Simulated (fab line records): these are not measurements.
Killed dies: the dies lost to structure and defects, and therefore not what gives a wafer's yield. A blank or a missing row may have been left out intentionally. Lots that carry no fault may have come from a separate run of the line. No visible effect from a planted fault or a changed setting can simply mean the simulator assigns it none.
fab line records | flow ritCmos
[record] lots = 5 wafers = 15 lastDay = 7
route steps=202 shown GATE@88 REOX@98 M1@202
lots untouched by any fault: they come from a run of this same line in which no faults occurred
startH: the number of hours between the record's first day and the start of the first shown wafer of the lot | waitH: hours since the lot's step before | " repeats the value in the row above | L1.1+2: several wafers, shown together as one row | - no value, or no start was given | * or withheld: withheld | < > ~ a bound
route shown NAME@n: NAME is a module with steps in the file, n the number in the route of the first one | usual: average and standard deviation across the fault-free wafers | same: alike in all rows | chamber/n: place in a boat | sites: each site's reading | _std_site: the standard deviation of these | _edge_site: the outer-site mean with the inner-site mean subtracted | radiusMm: for every site, how far away it sits from the centre of the wafer | mask NAME#n: copy n | behind: the most recent tool/chamber to have shaped the wafer | hold: reason for holding the lot/hours on hold/outcome of the hold | device: whichever transistor did not switch (one of n, p or np) | end of line: tests of these same wafers at the route's end | step lacking rows: just its recipe | killed: at the first sort, the dies lost to defects and structure; wafer yield is something else | map: shows each die of a wafer: x if killed, . if not, _ if none is there
set.NAME: the setting that was run; set.NAME@STEP: the one run at that earlier step | model.NAME: the simulator's own value behind a step, which no gauge read
a table for each step, a row for each wafer; lots at some steps of the route
services: a tool's chamber out of use, with start hour (startH, from the record's first day; less than 0 if before it), hours out, and reason
[[steps]]
[step RIT_GATE_SOFTBAKE_12]
[recipe] resist = NOVOLAK tempC = 90 timeS = 60
[step RIT_GATE_EXPOSE_13]
[recipe] maskId = M6 na = 0.6 sourceShape = conventional sigmaOuter = 0.6 targetCdNm = 150 doseMj = 380
[step RIT_GATE_PEB_14]
[recipe] resist = NOVOLAK tempC = withheld timeS = withheld
[step RIT_GATE_DEVELOP_15]
[recipe] resist = NOVOLAK developTimeS = 50 devTempC = 23
[step RIT_GATE_CD_MEAS_16]
[recipe] targetCdNm = 150
[usual] cdNm = 150.3/2.8
// columns lot.wafer tool chamber startH waitH cdNm
L904.1 cdSem-02 - 69.58 - 152.5
L904.3 " - " " 154.7
L904.4 " - " " 152.0
L910.1 cdSem-02 - 96.03 - 149.3
L910.4 " - " " 151.7
L910.5 " - " " 152.0
L915.2 cdSem-01 - 122.08 - 149.8
L915.4 " - " " 150.6
L915.6 " - " " 149.7
L920.1 cdSem-01 - 146.86 - 149.4
L920.2 " - " " 149.0
L920.3 " - " " 148.9
L921.1 cdSem-02 - 151.28 - 150.3
L921.3 " - " " 151.1
L921.6 " - " " 149.9
[step RIT_GATE_OVL_MEAS_17]
[usual] GATE_OVL = -0.1/1.7
// columns lot.wafer tool chamber startH waitH GATE_OVL[nm]
L904.1 overlay-01 - 69.70 0.1 -1.0
L904.3 " - " " -1.2
L904.4 " - " " 1.1
L910.1 overlay-01 - 96.15 0.1 -2.1
L910.4 " - " " -1.4
L910.5 " - " " -0.8
L915.2 overlay-02 - 122.19 0.1 -0.2
L915.4 " - " " -1.2
L915.6 " - " " -0.1
L920.1 overlay-02 - 146.98 0.1 0.4
L920.2 " - " " -2.5
L920.3 " - " " -2.8
L921.1 overlay-02 - 151.40 0.1 3.4
L921.3 " - " " 2.3
L921.6 " - " " 2.8
[step RIT_GATE_HARDBAKE_18]
[recipe] resist = NOVOLAK tempC = 140 timeS = 60
[step RIT_GATE_ETCH_19]
[recipe] chemistry = SF6/CHF3/O2 timeS = 165 SF6_flow_sccm = 30 CHF3_flow_sccm = 30 O2_flow_sccm = 5 target = poly-Si pressureMtorr = 40 rfW = 160 targetDepthA = 3125 overEtchFrac = 0.25 stopOn = SiO2
[usual] CHF3_flow_sccm = 30.00/0.077 drypumpMotorCurrentA = 5.4/0.43 oesProductAu = 0.859/0.0098 throttleValvePct = 10.25/0.12
// columns lot.wafer tool chamber startH waitH CHF3_flow_sccm drypumpMotorCurrentA oesProductAu rfHoursCounterH throttleValvePct
L904.1 rieSi-02 2 69.89 0.1 30.03 5.7 0.856 54 10.39
L904.3 " 1 " " 29.92 5.1 0.870 50 10.44
L904.4 " 0 " " 30.09 5.8 0.851 154 10.00
L910.1 rieSi-02 2 96.34 0.1 30.00 5.7 0.859 55 10.39
L910.4 " 2 " " 29.96 5.7 0.858 - 10.40
L910.5 " 3 " " 30.02 4.8 0.860 - 10.24
L915.2 rieSi-01 0 122.37 0.1 30.07 5.3 0.860 102 10.26
L915.4 " 3 " " 30.12 6.1 0.842 1 10.13
L915.6 " 0 " " 30.01 5.3 0.850 - 10.26
L920.1 rieSi-02 0 147.17 0.1 29.97 5.8 0.856 0 10.02
L920.2 " 1 " " 30.24 5.1 0.870 51 10.44
L920.3 " 2 " " 29.93 5.7 0.851 55 10.40
L921.1 rieSi-01 1 151.64 0.1 29.97 5.6 0.882 29 10.27
L921.3 " 0 " " 30.05 5.3 0.862 102 10.26
L921.6 " 2 " " 30.06 5.3 0.855 - 10.24
[step RIT_GATE_STRIP_20]
[recipe] chemistry = O2 timeS = 180 resist = NOVOLAK platenTempC = withheld powerW = 500 pressureMtorr = 4000 o2FlowSccm = 4000
[usual] drypumpMotorCurrentA = 6.0/0.57
// columns lot.wafer tool chamber startH waitH drypumpMotorCurrentA rfHoursCounterH
L904.1 plasmaAsher-04 1 70.00 0.1 6.6 28
L904.3 " 1 " " 6.6 -
L904.4 " 0 " " 5.9 -
L910.1 plasmaAsher-02 0 96.45 0.1 6.8 42
L910.4 " 0 " " 6.8 -
L910.5 " 0 " " 6.8 -
L915.2 plasmaAsher-04 0 122.48 0.1 5.9 33
L915.4 " 0 " " 5.9 -
L915.6 " 1 " " 6.6 -
L920.1 plasmaAsher-04 1 147.28 0.1 6.5 35
L920.2 " 0 " " 5.9 35
L920.3 " 0 " " 5.9 -
L921.1 plasmaAsher-01 1 151.75 0.1 6.0 50
L921.3 " 1 " " 6.0 -
L921.6 " 0 " " 6.1 -
[step RIT_GATE_CD_MEAS_90]
[recipe] targetCdNm = 150
[usual] cdNm = 150.4/2.8
// columns lot.wafer tool chamber startH waitH cdNm
L904.1 cdSem-02 - 70.17 0.1 152.7
L904.3 " - " " 154.4
L904.4 " - " " 152.0
L910.1 cdSem-01 - 96.62 0.1 150.1
L910.4 " - " " 151.7
L910.5 " - " " 152.2
L915.2 cdSem-02 - 122.67 0.1 150.2
L915.4 " - " " 150.3
L915.6 " - " " 150.1
L920.1 cdSem-02 - 147.45 0.1 149.5
L920.2 " - " " 149.1
L920.3 " - " " 149.3
L921.1 cdSem-02 - 151.93 0.1 149.4
L921.3 " - " " 151.2
L921.6 " - " " 149.8
[step RIT_REOX_CLEAN_00]
[recipe] chemistry = SC1 mix = 3:3:50 timeS = 600 tempC = 75
[step RIT_REOX_CLEAN_01]
[recipe] chemistry = dHF dilution = 50:1 timeS = 30
[step RIT_REOX_CLEAN_02]
[recipe] chemistry = SC2 mix = 3:3:50 timeS = 600 tempC = 75 dry = n2Spin
[usual] runLengthS = 629/4.3
// columns lot.wafer tool chamber startH waitH runLengthS
L904.1 wetBench-02 3 70.50 0.0 633
L904.3 " 3 " " 633
L904.4 " 3 " " 633
L910.1 wetBench-01 1 96.94 0.0 631
L910.4 " 1 " " 631
L910.5 " 1 " " 631
L915.2 wetBench-01 2 122.98 0.0 595
L915.4 " 2 " " 595
L915.6 " 2 " " 595
L920.1 wetBench-01 1 147.76 0.0 625
L920.2 " 1 " " 625
L920.3 " 1 " " 625
L921.1 wetBench-02 1 152.24 0.0 627
L921.3 " 1 " " 627
L921.6 " 1 " " 627
[step RIT_REOX_OXIDATION_03]
[recipe] tempC = 900 ambient = O2 targetThkA = 252 oxTimeS = 5580
[step RIT_M1_PROBE_99]
[usual] killedAtFrontEnd = 6.5/3 killedDies = 7/3 killedOpen = 3.2/2 killedShort = 3.2/1.9
[same] grossDies = 264 killed_at_M0_to_M3 = 0 killed_at_M4_up = 0 killedAtBackSide = 0 killedAtContacts = 0 killedAtOther = 0
// columns lot.wafer tool chamber startH waitH killedAtFrontEnd killedDies killedOpen killedShort
L904.1 prober-01 - 90.33 0.1 6 6 3 3
L904.3 prober-01 - 90.43 0.2 8 8 4 4
L904.4 prober-01 - 90.48 0.2 9 9 4 5
L910.1 prober-01 - 116.68 0.1 9 9 5 4
L910.4 prober-01 - 116.83 0.2 5 5 3 2
L910.5 prober-01 - 116.88 0.2 4 4 3 1
L915.2 prober-02 - 142.73 0.1 8 8 5 3
L915.4 prober-02 - 142.83 0.2 5 5 2 3
L915.6 prober-02 - 142.93 0.2 8 8 5 3
L920.1 prober-01 - 167.38 0.1 8 8 4 3
L920.2 prober-01 - 167.43 0.1 12 12 5 6
L920.3 prober-01 - 167.48 0.2 6 6 2 4
L921.1 prober-02 - 171.41 0.1 6 6 4 2
L921.3 prober-02 - 171.51 0.2 14 14 10 4
L921.6 prober-02 - 171.66 0.2 4 4 3 1
// killed by level:class
L904.1 GATE:geometricParticle:open=2 GATE:geometricParticle:short=2 FOX1:geometricParticle:open=1 SILICIDE:geometricParticle:short=1
L904.3 FOX2:geometricParticle:open=2 GATE:geometricParticle:short=2 SILICIDE:geometricParticle:short=2 GATE:geometricParticle:open=1 SPACER:geometricParticle:open=1
L904.4 GATE:geometricParticle:short=4 GATE:geometricParticle:open=3 SPACER:geometricParticle:open=1 SPACER:geometricParticle:short=1
L910.1 REOX:geometricParticle:open=3 REOX:geometricParticle:short=2 GATE:geometricParticle:open=1 GATE:geometricParticle:short=1 SPACER:geometricParticle:open=1 SPACER:geometricParticle:short=1
L910.4 GATE:geometricParticle:short=2 GATE:geometricParticle:open=1 REOX:geometricParticle:open=1 SPACER:geometricParticle:open=1
L910.5 GATE:geometricParticle:short=1 GATE:geometricParticle:open=1 REOX:geometricParticle:open=1 SILICIDE:geometricParticle:open=1
L915.2 FOX1:geometricParticle:open=4 FOX1:geometricParticle:short=1 GATE:geometricParticle:open=1 REOX:geometricParticle:short=1 SILICIDE:geometricParticle:short=1
L915.4 FOX1:geometricParticle:short=1 FOX1:geometricParticle:open=1 GATE:geometricParticle:short=1 GATE:geometricParticle:open=1 REOX:geometricParticle:short=1
L915.6 FOX1:geometricParticle:short=3 FOX1:geometricParticle:open=2 GATE:geometricParticle:open=1 REOX:geometricParticle:open=1 SPACER:geometricParticle:open=1
L920.1 GATE:geometricParticle:short=2 GATE:geometricParticle:open=2 FOX1:geometricParticle:open=1 FOX2:geometricParticle:short=1 SILICIDE:geometricParticle:open=1 ACTIVE:coatMicrobubblePrinted=1
L920.2 GATE:geometricParticle:short=4 GATE:geometricParticle:open=3 REOX:geometricParticle:short=2 FOX1:geometricParticle:open=1 SILICIDE:geometricParticle:open=1 ACTIVE:coatMicrobubblePrinted=1
L920.3 GATE:geometricParticle:open=2 FOX1:geometricParticle:short=1 FOX2:geometricParticle:short=1 GATE:geometricParticle:short=1 SPACER:geometricParticle:short=1
L921.1 GATE:geometricParticle:open=3 GATE:geometricParticle:short=2 FOX2:geometricParticle:open=1
L921.3 REOX:geometricParticle:open=4 FOX2:geometricParticle:open=3 FOX1:geometricParticle:short=2 GATE:geometricParticle:open=2 GATE:geometricParticle:short=2 SPACER:geometricParticle:open=1
L921.6 GATE:geometricParticle:open=2 GATE:geometricParticle:short=1 SPACER:geometricParticle:open=1
[[services]]
// columns tool chamber startH hours kind
plasmaAsher-02 - 50.39 3.1 repair
wetBench-02 - 64.77 3.3 repair
plasmaAsher-04 - 78.37 17.6 repair
rieSi-02 0 93.54 - clean
rieSi-02 0 93.54 16.8 scheduledDown
rieSi-02 0 93.54 16.8 ventCycle
rieSi-01 1 95.63 3.2 repair
plasmaAsher-02 - 111.69 0.8 repair
plasmaAsher-01 - 122.12 4.2 pm
rieSi-01 0 126.56 5.2 repair
rieSi-01 - 142.96 2.8 pm
[[key]]
[firstSign] step = RIT_REOX_CLEAN_02 reading = runLengthS direction = down sigmas = 7.9 usual = * struck = *
effect none on later readings
metAt RIT_REOX_CLEAN_02
struckWafers L915.2,L915.4,L915.6
testerLeftOut L915
[fault] kind = processParameterDrift tool = wetBench-01 chamber = 2 onsetH = 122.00 steps = RIT_REOX_CLEAN_02 channel = timeS offset = * shape = step endH = 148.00 actsIn = * stated = *
// testerLeftOut: of these lots the tester's yield and bins aren't shown, on N5 and GAA mostly nor the transistor test; their killed dies are dies lost to structure and defects alone, not to doping, threshold or leakage, so they don't give the yield
